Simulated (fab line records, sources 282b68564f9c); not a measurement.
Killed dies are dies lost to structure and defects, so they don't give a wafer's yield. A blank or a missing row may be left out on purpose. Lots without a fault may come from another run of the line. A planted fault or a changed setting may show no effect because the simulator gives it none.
Chamber matching | flow rit_cmos | RIT_GATE_ETCH_19 on rie_si-02: 4 sister chambers
The step etches poly-Si in SF6/CHF3/O2, stops on SiO2, time 165 s, target depth 312.5 nm. 8 wafers are shown with their chamber, then 8 later ones without.

WAFERS WITH THEIR CHAMBER
wafer  | chamber | throttle_valve_pct (%) | drypump_motor_current_A (A)
L488.4 | 0       | 10.38                  | 5.9
L492.1 | 1       | 10.01                  | 4.9
L492.2 | 2       | 10.16                  | 5.0
L498.3 | 2       | 10.17                  | 4.9
L504.2 | 3       | 10.12                  | 5.8
L504.4 | 1       | 10.00                  | 4.9
L504.5 | 3       | 10.13                  | 5.7
L506.2 | 0       | 10.37                  | 5.9

WAFERS WITHOUT THEIR CHAMBER
wafer  | throttle_valve_pct (%) | drypump_motor_current_A (A)
L506.3 | 10.00                  | 4.8
L506.4 | 10.18                  | 5.0
L508.2 | 10.19                  | 5.0
L508.5 | 9.98                   | 4.9
L508.6 | 10.18                  | 5.0
L510.2 | 10.17                  | 5.0
L510.3 | 9.99                   | 4.9
L510.4 | 10.38                  | 5.9

WHICH CHAMBER EACH WENT THROUGH
wafer  | from the rows above | in truth
L506.3 | 1                   | 1
L506.4 | 2                   | 2
L508.2 | 2                   | 2
L508.5 | 1                   | 1
L508.6 | 2                   | 2
L510.2 | 2                   | 2
L510.3 | 1                   | 1
L510.4 | 0                   | 0
Placed correctly: 8 of 8. Can't be placed from these rows: 0. Placed wrongly: 0.
How it was worked out, from the rows above alone: a wafer's distance from a chamber is the root of the sum, over the readings, of the square of ((its reading less the chamber's mean) divided by the reading's scatter). The wafer belongs to the nearest chamber; if the next one is less than 2 further off, it can't be placed. A chamber's mean is the mean of its shown wafers. The scatter: the root of (the sum of the squares of (reading less its chamber's mean) over the shown wafers, divided by (wafers less chambers)).
